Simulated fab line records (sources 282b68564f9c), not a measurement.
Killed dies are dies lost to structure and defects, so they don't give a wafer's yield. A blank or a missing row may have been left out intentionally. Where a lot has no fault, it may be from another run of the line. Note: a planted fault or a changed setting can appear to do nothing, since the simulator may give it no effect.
Which of the tools did it? ; flow rit-cmos ; 13 lots with 39 wafers sampled at 2 steps, on a route of 202 steps

WHAT THE GAUGES SHOWED, per wafer
The record holds no reading of a measuring or inspecting step that can be judged against a usual standard deviation.

WHICH TOOL RAN EACH LOT (tool, then ch and the chambers of the sampled wafers, then the start)
lot;RIT_PSD_IMPLANT_08;RIT_M1_PROBE_99
L420;implanter-04 ch 0, day 3 05:35;prober-01, day 3 13:43
L421;implanter-02 ch 0, day 3 12:32;-
L422;implanter-02 ch 0, day 3 16:01;-
L423;implanter-02 ch 0, day 3 19:16;prober-01, day 4 03:58
L424;implanter-02 ch 0, day 4 08:40;-
L425;implanter-02 ch 0, day 4 14:26;prober-01, day 4 22:34
L426;implanter-03 ch 0, day 4 14:31;-
L427;implanter-02 ch 0, day 4 17:54;prober-01, day 5 02:15
L434;implanter-04 ch 0, day 6 03:31;prober-02, day 6 11:46
L435;implanter-02 ch 0, day 6 08:19;-
L437;implanter-04 ch 0, day 6 20:22;-
L438;implanter-03 ch 0, day 7 01:09;prober-02, day 7 09:21
L439;implanter-04 ch 0, day 7 06:58;-
- RIT_PSD_IMPLANT_08
- RIT_M1_PROBE_99

AS READ BY THE TOOLS THEMSELVES (means over the sampled wafers that have a number; for cases with no such wafer, the mark the record gives instead)
RIT_PSD_IMPLANT_08. Usual: dose-ions-cm2 at 5e+15, with a standard deviation of 5.7e+12.
lot;tool;dose-ions-cm2;flag
L420;implanter-04;5e+15;
L421;implanter-02;5e+15;
L422;implanter-02;5e+15;
L423;implanter-02;5e+15;
L424;implanter-02;5e+15;
L425;implanter-02;5e+15;
L426;implanter-03;5e+15;
L427;implanter-02;5e+15;
L434;implanter-04;5e+15;
L435;implanter-02;5e+15;
L437;implanter-04;5e+15;
L438;implanter-03;5e+15;
L439;implanter-04;5e+15;

RIT_M1_PROBE_99. Usual: killed-at-contacts 0.1, standard deviation 0.32; killed-at-front-end 6, standard deviation 3.1; killed-dies 7, standard deviation 3.2; killed-open 3.1, standard deviation 1.9; killed-short 3.5, standard deviation 2.2.
lot;tool;killed-at-contacts;killed-at-front-end;killed-dies;killed-open;killed-short;flag
L420;prober-01;0.0;8;8;3.3;4.3;
L423;prober-01;0.3;3;4;2.0;1.7;
L425;prober-01;0.0;5;5;3.0;2.0;
L427;prober-01;0.0;6;6;3.3;2.7;
L434;prober-02;0.0;5;5;1.3;3.7;
L438;prober-02;0.0;4;4;2.3;1.7;

THE ANSWER, worked out from the rows above alone
Rule: a lot is off if the mean of its wafers that have a number lies more than 3 standard deviations from the usual mean. A lot without any number at a reading at which 4 lots or more have one is off too. Any other lot the step has rows for is counted as sound. Order of review: gauges by route order, followed by the tools' own readings, for which a lot's mean as printed above is used. At the first step where some lot is off, the reading lying furthest off is the one used; lots without a number count as furthest.
No lot is off on any of the readings shown, so nothing can be concluded from this.

WHAT THE SIMULATOR HAD INSERTED
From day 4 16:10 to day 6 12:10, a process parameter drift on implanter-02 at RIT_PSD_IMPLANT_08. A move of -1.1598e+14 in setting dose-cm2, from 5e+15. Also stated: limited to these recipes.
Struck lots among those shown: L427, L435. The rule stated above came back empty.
